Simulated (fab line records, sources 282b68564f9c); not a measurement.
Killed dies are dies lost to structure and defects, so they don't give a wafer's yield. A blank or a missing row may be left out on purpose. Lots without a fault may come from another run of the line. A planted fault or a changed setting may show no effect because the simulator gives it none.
fab line records | flow rit_cmos
record lots=6 wafers=18 last_day=7
route steps=202 shown ACTIVE@1 FOX1@20 FOX2@23 M1@202
lots that met no fault: from a run of the same line without faults
start_h: hours from the record's first day to the start of the lot's first wafer shown | wait_h: hours since the lot's step before | " the same as in the row above | L1.1+2: a row that stands for several wafers | - no value, or no start given | * or withheld: withheld | < > ~ a bound
route shown NAME@n: a module of which the file shows steps, and the number in the route of the first | usual: mean/standard deviation of fault-free wafers | same: alike in all rows | chamber/n: place in a boat | sites: the reading at each site | _std_site: their standard deviation | _edge_site: outer sites' mean less inner sites' | radius_mm: how far each site lies from the wafer's centre | mask NAME#n: copy n | behind: the tool/chamber that last shaped the wafer | hold: why the lot was held/for how many hours/how that ended | device: the transistor (n, p or np) that didn't switch | end of line: the same wafers' tests at the end of the route | a step without rows: its recipe alone | killed: dies lost to structure and defects at the first sort, not the wafer's yield | map: a wafer's dies, x killed, . not, _ none there
set.NAME: the setting as run; set.NAME@STEP: as run at that earlier step | model.NAME: the simulator's own value behind a step, which no gauge read
lots at some steps of the route; a table a step, a row a wafer
services: from which hour (start_h, from the record's first day; less than 0 if before it) a tool's chamber was out of use, for how many hours, and why
## steps
# step RIT_ACTIVE_BOW_MEAS_00
# recipe mode=bow
# usual INCOMING_BOW=0/6.4
# columns lot.wafer tool chamber start_h wait_h INCOMING_BOW[um]
L473.2 film_metro-02 - 40.02 - -3
L473.3 " - " " -7
L473.4 " - " " 9
L475.1 film_metro-04 - 50.00 - -4
L475.3 " - " " 1
L475.4 " - " " 3
L476.2 film_metro-01 - 55.02 - 17
L476.3 " - " " 7
L476.5 " - " " -2
L477.1 film_metro-02 - 60.00 - 1
L477.2 " - " " -5
L477.4 " - " " 3
L488.4 film_metro-02 - 115.06 - 6
L488.5 " - " " -11
L488.6 " - " " 4
L489.1 film_metro-01 - 120.00 - -8
L489.4 " - " " 12
L489.5 " - " " 5
# step RIT_ACTIVE_OXIDATION_01
# recipe temp_c=1000 ambient=O2 target_thk_a=468 ox_time_s=3317
# usual spike_tc_centre_C=1002.7/1.2 spike_tc_load_C=1025.6/1.1 spike_tc_source_C=1022.2/2.1 tube_center_temp_C=1000/0.087 tube_center_temp_C_max=1002.6/0.43 zone_power_centre_pct=49/4.9
# columns lot.wafer tool chamber start_h wait_h spike_tc_centre_C spike_tc_load_C spike_tc_source_C tube_center_temp_C tube_center_temp_C_max zone_power_centre_pct model.SiO2_of_ACTIVE_OXIDATION_01.thk_nm
L473.2 furnace-01 0 42.67 2.6 1000.2 1026.0 1024.0 1000.2 1001.9 44 46.48
L473.3 " 0 " " 1002.0 1025.2 1024.4 999.88 1002.5 43 45.5
L473.4 " 0 " " 1003.4 1026.1 1022.2 999.93 1002.7 43 45.57
L475.1 furnace-04 0 51.75 1.7 1004.1 1024.3 1020.8 999.97 1002.9 56 45.01
L475.3 " 0 " " 1003.9 1025.2 1020.5 1000.1 1002.4 54 45.14
L475.4 " 0 " " 1003.3 1025.6 1021.0 1000.1 1002.9 55 45.06
L476.2 furnace-01 0 56.56 1.5 1016.8 1038.1 1040.1 1015 1017.6 45 53.63
L476.3 " 0 " " 1017.3 1040.2 1040.9 1014.9 1017.3 44 52.99
L476.5 " 0 " " 1017.3 1040.1 1039.2 1015 1017.9 45 53.3
L477.1 furnace-01 0 60.33 0.3 1015.8 1039.0 1038.8 1015.3 1017.6 45 53.25
L477.2 " 0 " " 1016.8 1040.5 1040.4 1015.1 1017.9 44 53.13
L477.4 " 0 " " 1016.1 1041.5 1039.3 1015 1017.3 44 52.55
L488.4 furnace-04 0 116.03 1.0 1002.2 1026.1 1019.7 1000 1002.4 55 46.53
L488.5 " 0 " " 1003.9 1026.3 1019.8 1000.1 1002.4 55 47
L488.6 " 0 " " 1004.1 1025.8 1019.9 1000 1002.8 56 46.7
L489.1 furnace-03 0 120.12 0.1 1001.8 1026.5 1022.7 1000.1 1002.6 48 45.49
L489.4 " 0 " " 1003.2 1025.6 1020.7 999.81 1002.6 49 46.59
L489.5 " 0 " " 1003.6 1026.3 1022.5 999.92 1002.5 48 47.15
# step RIT_ACTIVE_THK_MEAS_02
# recipe reads=SiO2_of_ACTIVE_OXIDATION_01
# usual ACTIVE_OXIDE_THK=46.3/0.8
# columns lot.wafer tool chamber start_h wait_h ACTIVE_OXIDE_THK[nm]
L473.2 film_metro-02 - 44.62 0.0 46.5
L473.3 " - " " 45.5
L473.4 " - " " 45.5
L475.1 film_metro-02 - 53.68 0.0 45.1
L475.3 " - " " 45.1
L475.4 " - " " 45.0
L476.2 film_metro-01 - 58.50 0.0 53.6
L476.3 " - " " 53.0
L476.5 " - " " 53.3
L477.1 film_metro-02 - 62.26 0.0 53.2
L477.2 " - " " 53.1
L477.4 " - " " 52.5
L488.4 film_metro-04 - 117.99 0.0 46.5
L488.5 " - " " 47.0
L488.6 " - " " 46.7
L489.1 film_metro-01 - 122.05 0.0 45.5
L489.4 " - " " 46.6
L489.5 " - " " 47.1
# step RIT_ACTIVE_CVD_03
# recipe material=Si3N4 target_thk_nm=150 temp_c=810 precursor=SiH2Cl2/NH3 time_s=1500 pressure_mtorr=300 sih2cl2_flow_sccm=60 nh3_flow_sccm=150
# step RIT_ACTIVE_THK_MEAS_04
# recipe reads=Si3N4_of_ACTIVE_CVD_03
# usual ACTIVE_NITRIDE_THK=150.6/1.4
# columns lot.wafer tool chamber start_h wait_h ACTIVE_NITRIDE_THK[nm]
L473.2 film_metro-02 - 46.09 0.0 152.6
L473.3 " - " " 152.5
L473.4 " - " " 152.1
L475.1 film_metro-02 - 55.16 0.0 147.3
L475.3 " - " " 148.2
L475.4 " - " " 148.6
L476.2 film_metro-01 - 59.98 0.0 150.7
L476.3 " - " " 150.5
L476.5 " - " " 150.1
L477.1 film_metro-04 - 63.74 0.0 150.6
L477.2 " - " " 151.6
L477.4 " - " " 151.8
L488.4 film_metro-02 - 119.47 0.0 152.1
L488.5 " - " " 151.0
L488.6 " - " " 150.5
L489.1 film_metro-01 - 123.53 0.0 151.5
L489.4 " - " " 152.7
L489.5 " - " " 153.1
# step RIT_ACTIVE_HMDS_05
# recipe prime_time_s=60 prime_temp_c=140
# step RIT_ACTIVE_COAT_06
# recipe resist=NOVOLAK spin_rpm=3250 resist_thk_nm=1000
# step RIT_ACTIVE_SOFTBAKE_07
# recipe resist=NOVOLAK temp_c=90 time_s=60
# step RIT_ACTIVE_EXPOSE_08
# recipe mask_id=M1 na=0.6 source_shape=conventional sigma_outer=0.6 target_cd_nm=1400 dose_mj=225
# step RIT_ACTIVE_PEB_09
# recipe resist=NOVOLAK temp_c=withheld time_s=withheld
# step RIT_ACTIVE_DEVELOP_10
# recipe resist=NOVOLAK develop_time_s=50 dev_temp_c=23
# step RIT_ACTIVE_CD_MEAS_11
# recipe target_cd_nm=1400
# usual cd_nm=1399.7/2.2
# columns lot.wafer tool chamber start_h wait_h cd_nm
L473.2 cd_sem-01 - 47.14 - 1399.0
L473.3 " - " " 1397.4
L473.4 " - " " 1402.7
L475.1 cd_sem-01 - 56.40 - 1404.8
L475.3 " - " " 1399.9
L475.4 " - " " 1402.4
L476.2 cd_sem-01 - 61.03 - 1400.5
L476.3 " - " " 1399.8
L476.5 " - " " 1400.5
L477.1 cd_sem-02 - 64.65 - 1401.2
L477.2 " - " " 1398.7
L477.4 " - " " 1398.5
L488.4 cd_sem-01 - 120.76 - 1401.2
L488.5 " - " " 1400.8
L488.6 " - " " 1400.0
L489.1 cd_sem-02 - 124.56 - 1399.3
L489.4 " - " " 1399.0
L489.5 " - " " 1401.9
# step RIT_ACTIVE_HARDBAKE_12
# recipe resist=NOVOLAK temp_c=141.3 time_s=60
# step RIT_ACTIVE_ETCH_13
# recipe stop_on=SiO2 chemistry=SF6 target=Si3N4 time_s=210 over_etch_frac=0.4 SF6_flow_sccm=200 pressure_mtorr=260 rf_w=125 target_depth_a=2100
# usual drypump_motor_current_A=5.5/0.54 oes_product_au=0.823/0.016 throttle_valve_pct=7.50/0.11
# same time_s=210
# columns lot.wafer tool chamber start_h wait_h drypump_motor_current_A oes_product_au rf_hours_counter_h throttle_valve_pct
L473.2 rie_diel-03 1 47.51 0.1 6.1 0.857 129 7.52
L473.3 " 3 " " 6.4 0.838 164 7.43
L473.4 " 0 " " 5.4 0.831 64 7.69
L475.1 rie_diel-02 2 56.67 0.1 4.8 0.798 75 7.57
L475.3 " 1 " " 5.9 0.791 7 7.56
L475.4 " 3 " " 6.2 0.814 - 7.30
L476.2 rie_diel-04 3 61.28 0.1 4.7 0.832 105 7.31
L476.3 " 2 " " 5.1 0.793 159 7.58
L476.5 " 2 " " 5.1 0.793 - 7.57
L477.1 rie_diel-03 2 64.92 0.1 5.0 0.840 35 7.50
L477.2 " 1 " " 6.1 0.852 129 7.51
L477.4 " 0 " " 5.4 0.830 64 7.65
L488.4 rie_diel-02 3 120.97 0.1 6.2 0.824 15 7.29
L488.5 " 0 " " 6.2 0.839 - 7.63
L488.6 " 3 " " 6.3 0.814 - 7.31
L489.1 rie_diel-04 3 124.83 0.1 4.7 0.835 106 7.32
L489.4 " 2 " " 5.1 0.844 - 7.59
L489.5 " 3 " " 4.7 0.836 - 7.33
# step RIT_ACTIVE_STRIP_14
# recipe chemistry=O2 time_s=180 resist=NOVOLAK platen_temp_c=withheld power_w=500 pressure_mtorr=4000 o2_flow_sccm=4000
# usual drypump_motor_current_A=5.80/0.27
# same time_s=180
# columns lot.wafer tool chamber start_h wait_h drypump_motor_current_A rf_hours_counter_h
L473.2 plasma_asher-03 1 47.64 0.1 6.16 40
L473.3 " 1 " " 6.16 -
L473.4 " 0 " " 5.87 -
L475.1 plasma_asher-02 1 56.81 0.1 5.37 28
L475.3 " 0 " " 5.81 -
L475.4 " 1 " " 5.36 -
L476.2 plasma_asher-04 1 61.41 0.1 5.60 38
L476.3 " 0 " " 5.97 -
L476.5 " 1 " " 5.55 -
L477.1 plasma_asher-02 0 65.05 0.1 5.81 29
L477.2 " 1 " " 5.36 29
L477.4 " 0 " " 5.78 -
L488.4 plasma_asher-03 1 121.16 0.1 6.16 -
L488.5 " 1 " " 6.16 -
L488.6 " 0 " " 5.88 -
L489.1 plasma_asher-04 0 125.03 0.1 5.99 45
L489.4 " 0 " " 5.97 -
L489.5 " 1 " " 5.60 -
# step RIT_ACTIVE_CD_MEAS_90
# recipe target_cd_nm=1400
# usual cd_nm=1399.7/2.2
# columns lot.wafer tool chamber start_h wait_h cd_nm
L473.2 cd_sem-01 - 47.84 0.1 1399.1
L473.3 " - " " 1397.3
L473.4 " - " " 1402.7
L475.1 cd_sem-01 - 57.04 0.2 1405.2
L475.3 " - " " 1398.9
L475.4 " - " " 1402.0
L476.2 cd_sem-02 - 61.60 0.1 1400.6
L476.3 " - " " 1399.2
L476.5 " - " " 1400.5
L477.1 cd_sem-02 - 65.23 0.1 1400.9
L477.2 " - " " 1399.2
L477.4 " - " " 1398.4
L488.4 cd_sem-02 - 121.34 0.1 1400.8
L488.5 " - " " 1400.9
L488.6 " - " " 1400.0
L489.1 cd_sem-01 - 125.21 0.1 1398.9
L489.4 " - " " 1399.8
L489.5 " - " " 1402.2
# step RIT_ACTIVE_CLEAN_15
# recipe chemistry=SC1 mix=3:3:50 time_s=600 temp_c=75
# step RIT_ACTIVE_CLEAN_16
# recipe chemistry=dHF dilution=50:1 time_s=30
# step RIT_ACTIVE_CLEAN_17
# recipe chemistry=SC2 mix=3:3:50 time_s=600 temp_c=75 dry=n2_spin
# step RIT_FOX1_OXIDATION_00
# recipe temp_c=1100 ambient=H2O target_thk_a=3507 p_h2o_torr=720 ox_time_s=1130
# step RIT_FOX1_THK_MEAS_01
# recipe reads=SiO2_of_FOX1_OXIDATION_00
# usual FOX1_OXIDE_THK=351/6.3
# columns lot.wafer tool chamber start_h wait_h FOX1_OXIDE_THK[nm]
L473.2 film_metro-02 - 51.49 0.0 355
L473.3 " - " " 360
L473.4 " - " " 358
L475.1 film_metro-02 - 58.84 0.0 346
L475.3 " - " " 343
L475.4 " - " " 348
L476.2 film_metro-03 - 63.84 0.0 346
L476.3 " - " " 336
L476.5 " - " " 340
L477.1 film_metro-03 - 68.79 0.0 346
L477.2 " - " " 347
L477.4 " - " " 351
L488.4 film_metro-03 - 123.14 0.0 341
L488.5 " - " " 350
L488.6 " - " " 341
L489.1 film_metro-03 - 128.72 0.0 351
L489.4 " - " " 352
L489.5 " - " " 351
# step RIT_FOX1_WET_ETCH_02
# recipe chemistry=BOE target_depth_nm=350 time_s=390 temp_c=21.5 dry=n2_spin dilution=10:1 target=SiO2
# step RIT_FOX2_OXIDATION_00
# recipe temp_c=1100 ambient=H2O target_thk_a=3507 p_h2o_torr=720 ox_time_s=1082
# step RIT_FOX2_THK_MEAS_01
# recipe reads=SiO2_of_FOX2_OXIDATION_00
# usual FOX2_OXIDE_THK=341/6.8
# columns lot.wafer tool chamber start_h wait_h FOX2_OXIDE_THK[nm]
L473.2 film_metro-03 - 55.26 0.0 333
L473.3 " - " " 328
L473.4 " - " " 327
L475.1 film_metro-04 - 60.33 0.0 342
L475.3 " - " " 347
L475.4 " - " " 345
L476.2 film_metro-03 - 65.55 0.0 338
L476.3 " - " " 334
L476.5 " - " " 336
L477.1 film_metro-02 - 71.97 0.0 339
L477.2 " - " " 341
L477.4 " - " " 336
L488.4 film_metro-04 - 124.64 0.0 358
L488.5 " - " " 360
L488.6 " - " " 356
L489.1 film_metro-03 - 131.92 0.0 345
L489.4 " - " " 342
L489.5 " - " " 344
# step RIT_FOX2_CLEAN_02
# recipe chemistry=dHF dilution=50:1 time_s=180
# step RIT_FOX2_WET_ETCH_03
# recipe chemistry=H3PO4 target=Si3N4 target_depth_nm=195 temp_c=165 time_s=2700
# same time_s=2700
# columns lot.wafer tool chamber start_h wait_h model.SiO2_of_ACTIVE_OXIDATION_01.thk_nm
L473.2 wet_bench-04 3 55.37 0.0 41.26
L473.3 " 3 " " 40.03
L473.4 " 3 " " 38.02
L475.1 wet_bench-03 1 60.45 0.0 39.93
L475.3 " 1 " " 39.82
L475.4 " 1 " " 39.5
L476.2 wet_bench-03 2 65.66 0.0 47.69
L476.3 " 2 " " 46.46
L476.5 " 2 " " 46.73
L477.1 wet_bench-03 0 72.09 0.0 47.07
L477.2 " 0 " " 47.04
L477.4 " 0 " " 44.13
L488.4 wet_bench-04 1 124.73 0.0 40.65
L488.5 " 1 " " 40.33
L488.6 " 1 " " 40.78
L489.1 wet_bench-04 2 132.04 0.0 40.5
L489.4 " 2 " " 40.83
L489.5 " 2 " " 41.97
# step RIT_FOX2_THK_MEAS_90
# recipe reads=SiO2_of_FOX2_OXIDATION_00
# usual FIELD_OXIDE_LEFT_1_THK=314/6.7
# columns lot.wafer tool chamber start_h wait_h FIELD_OXIDE_LEFT_1_THK[nm]
L473.2 film_metro-04 - 56.13 0.0 306
L473.3 " - " " 301
L473.4 " - " " 300
L475.1 film_metro-02 - 61.21 0.0 316
L475.3 " - " " 320
L475.4 " - " " 318
L476.2 film_metro-02 - 66.43 0.0 311
L476.3 " - " " 307
L476.5 " - " " 308
L477.1 film_metro-03 - 72.85 0.0 311
L477.2 " - " " 313
L477.4 " - " " 309
L488.4 film_metro-02 - 125.59 0.0 331
L488.5 " - " " 332
L488.6 " - " " 328
L489.1 film_metro-03 - 132.80 0.0 318
L489.4 " - " " 315
L489.5 " - " " 317
# step RIT_M1_PROBE_99
# usual killed_at_M0_to_M3=0.0/0.12 killed_at_front_end=7/3.2 killed_dies=8/3.2 killed_open=3.7/2.1 killed_short=3.8/2.2
# same gross_dies=264 killed_at_M4_up=0 killed_at_back_side=0 killed_at_contacts=0 killed_at_other=0
# columns lot.wafer tool chamber start_h wait_h killed_at_M0_to_M3 killed_at_front_end killed_dies killed_open killed_short model.etest.pldd.width_nm model.etest.nldd.width_nm model.etest.pplus_sal.width_nm model.etest.nplus_sal.width_nm model.etest.nmos_narrow.drive_ua_um model.etest.pmos_narrow.drive_ua_um
L473.2 prober-01 - 95.68 0.1 0 8 8 5 3 3216 3202 3454 3449 224.2 102.2
L473.3 prober-01 - 95.73 0.2 0 11 11 3 8 3222 3204 3464 3455 227.6 104.4
L473.4 prober-01 - 95.78 0.2 1 8 9 3 6 3222 3213 3490 3461 229.2 103.9
L475.1 prober-01 - 100.19 0.1 0 8 8 3 5 3211 3204 3484 3469 234.7 106.3
L475.3 prober-01 - 100.29 0.2 0 6 6 3 3 3213 3193 3459 3479 231.1 103.5
L475.4 prober-01 - 100.34 0.2 0 6 6 3 3 3207 3195 3463 3474 233.6 104.1
L476.2 prober-02 - 107.69 0.1 0 10 10 5 5 3134 3132 3395 3403 204.2 93.02
L476.3 prober-02 - 107.74 0.2 0 5 5 5 0 3142 3147 3439 3428 210.6 95.31
L476.5 prober-02 - 107.84 0.2 0 7 7 4 3 3152 3150 3448 3449 209 93.67
L477.1 prober-01 - 111.45 0.1 0 1 1 0 1 3142 3139 3432 3428 216.2 97.36
L477.2 prober-01 - 111.50 0.1 0 6 6 1 5 3125 3140 3442 3419 215.3 95.66
L477.4 prober-01 - 111.60 0.2 0 12 12 7 5 3125 3123 3402 3386 212.8 96.66
L488.4 prober-02 - 166.16 0.2 0 6 6 4 2 3194 3190 3444 3444 226.1 105.2
L488.5 prober-02 - 166.21 0.2 0 10 10 5 5 3168 3163 3408 3422 224.9 104.7
L488.6 prober-02 - 166.26 0.2 0 8 8 6 2 3191 3180 3438 3455 231.3 107
L489.1 prober-01 - 172.68 0.1 0 10 10 4 6 3202 3190 3463 3460 224.6 99.23
L489.4 prober-01 - 172.83 0.2 0 8 8 6 2 3185 3194 3450 3456 217.1 98.19
L489.5 prober-01 - 172.88 0.2 0 9 9 8 1 3194 3193 3459 3471 217.2 98.83
# killed by level:class
L473.2 FOX2:geometric_particle:open=2 GATE:geometric_particle:open=2 FOX1:geometric_particle:short=1 GATE:geometric_particle:short=1 REOX:geometric_particle:short=1 REOX:geometric_particle:open=1
L473.3 REOX:geometric_particle:short=4 ACTIVE:geometric_particle:short=1 FOX1:geometric_particle:open=1 FOX1:geometric_particle:short=1 FOX2:geometric_particle:short=1 GATE:geometric_particle:short=1 REOX:geometric_particle:open=1 SPACER:geometric_particle:open=1
L473.4 FOX2:geometric_particle:short=2 GATE:geometric_particle:open=2 REOX:geometric_particle:short=2 GATE:geometric_particle:short=1 SPACER:geometric_particle:open=1 M1:geometric_particle:short=1
L475.1 SILICIDE:geometric_particle:short=4 GATE:geometric_particle:open=2 GATE:geometric_particle:short=1 SPACER:geometric_particle:open=1
L475.3 SILICIDE:geometric_particle:open=2 FOX1:geometric_particle:short=1 GATE:geometric_particle:open=1 GATE:geometric_particle:short=1 SILICIDE:geometric_particle:short=1
L475.4 SILICIDE:geometric_particle:open=3 GATE:geometric_particle:short=1 SPACER:geometric_particle:short=1 SILICIDE:geometric_particle:short=1
L476.2 GATE:geometric_particle:short=5 GATE:geometric_particle:open=3 FOX1:geometric_particle:open=1 FOX2:geometric_particle:open=1
L476.3 SPACER:geometric_particle:open=3 FOX1:geometric_particle:open=1 GATE:geometric_particle:open=1
L476.5 GATE:geometric_particle:short=3 GATE:geometric_particle:open=2 SPACER:geometric_particle:open=2
L477.1 GATE:geometric_particle:short=1
L477.2 FOX1:geometric_particle:short=2 REOX:geometric_particle:short=2 FOX2:geometric_particle:short=1 SPACER:geometric_particle:open=1
L477.4 GATE:geometric_particle:open=2 GATE:geometric_particle:short=2 REOX:geometric_particle:open=2 REOX:geometric_particle:short=2 FOX1:geometric_particle:open=1 FOX2:geometric_particle:open=1 SPACER:geometric_particle:open=1 SPACER:geometric_particle:short=1
L488.4 FOX2:geometric_particle:open=2 GATE:geometric_particle:short=2 GATE:geometric_particle:open=1 SPACER:geometric_particle:open=1
L488.5 GATE:geometric_particle:short=2 GATE:geometric_particle:open=2 REOX:geometric_particle:short=2 FOX1:geometric_particle:short=1 FOX1:geometric_particle:open=1 REOX:geometric_particle:open=1 SILICIDE:geometric_particle:open=1
L488.6 GATE:geometric_particle:open=4 FOX2:geometric_particle:short=1 FOX2:geometric_particle:open=1 GATE:geometric_particle:short=1 SPACER:geometric_particle:open=1
L489.1 GATE:geometric_particle:open=3 SPACER:geometric_particle:short=3 FOX2:geometric_particle:short=1 GATE:geometric_particle:short=1 SPACER:geometric_particle:open=1 SILICIDE:geometric_particle:short=1
L489.4 FOX2:geometric_particle:open=2 GATE:geometric_particle:short=2 REOX:geometric_particle:open=2 FOX1:geometric_particle:open=1 SPACER:geometric_particle:open=1
L489.5 GATE:geometric_particle:open=4 SILICIDE:geometric_particle:open=2 FOX1:geometric_particle:open=1 GATE:geometric_particle:short=1 SPACER:geometric_particle:open=1
## services
# columns tool chamber start_h hours kind
rie_diel-04 - 26.67 2.0 repair
rie_diel-02 1 29.99 9.2 repair
rie_diel-03 1 43.01 3.8 repair
furnace-03 - 45.85 9.7 pm
rie_diel-02 0 51.08 6.5 repair
rie_diel-02 1 51.39 4.6 repair
rie_diel-04 2 65.20 3.4 repair
furnace-01 - 68.91 3.5 pm
rie_diel-03 3 71.69 - clean
rie_diel-03 3 71.69 32.0 scheduled_down
rie_diel-03 3 71.69 32.0 vent_cycle
wet_bench-03 - 81.72 4.1 repair
plasma_asher-04 - 89.88 0.5 repair
rie_diel-04 2 94.52 - clean
rie_diel-04 2 94.52 12.9 scheduled_down
rie_diel-04 2 94.52 12.9 vent_cycle
rie_diel-04 1 107.41 - clean
rie_diel-04 1 107.41 27.2 scheduled_down
rie_diel-04 1 107.41 27.2 vent_cycle
plasma_asher-03 - 108.75 9.0 pm
plasma_asher-03 0 108.75 9.0 vent_cycle
plasma_asher-03 1 108.75 9.0 vent_cycle
plasma_asher-03 0 117.75 - clean
rie_diel-04 0 123.51 8.8 repair
## key
first_sign step=RIT_ACTIVE_OXIDATION_01 reading=tube_center_temp_C direction=up sigmas=99+ usual=* struck=*
effect step=RIT_ACTIVE_OXIDATION_01 reading=tube_center_temp_C_max direction=up sigmas=35 usual=* struck=*
effect step=RIT_ACTIVE_THK_MEAS_02 reading=ACTIVE_OXIDE_THK direction=up sigmas=8.5 usual=46.3 struck=53.1
model_effect step=RIT_ACTIVE_OXIDATION_01 value=SiO2_of_ACTIVE_OXIDATION_01.thk_nm without=45.96 struck=53.14
model_effect step=RIT_FOX2_WET_ETCH_03 value=SiO2_of_ACTIVE_OXIDATION_01.thk_nm without=40.15 struck=46.52
model_effect step=RIT_M1_PROBE_99 value=etest.pldd.width_nm without=3209 struck=3137
met_at RIT_ACTIVE_OXIDATION_01
struck_wafers L476.2,L476.3,L476.5,L477.1,L477.2,L477.4
tester_left_out L476,L477
fault kind=process_parameter_drift tool=furnace-01 chamber=- onset_h=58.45 steps=RIT_ACTIVE_OXIDATION_01 channel=temp_c offset=* shape=step end_h=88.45 acts_in=* stated=*
# tester_left_out: of these lots the tester's yield and bins aren't shown, on N5 and GAA mostly nor the transistor test; their killed dies are dies lost to structure and defects alone, not to doping, threshold or leakage, so they don't give the yield
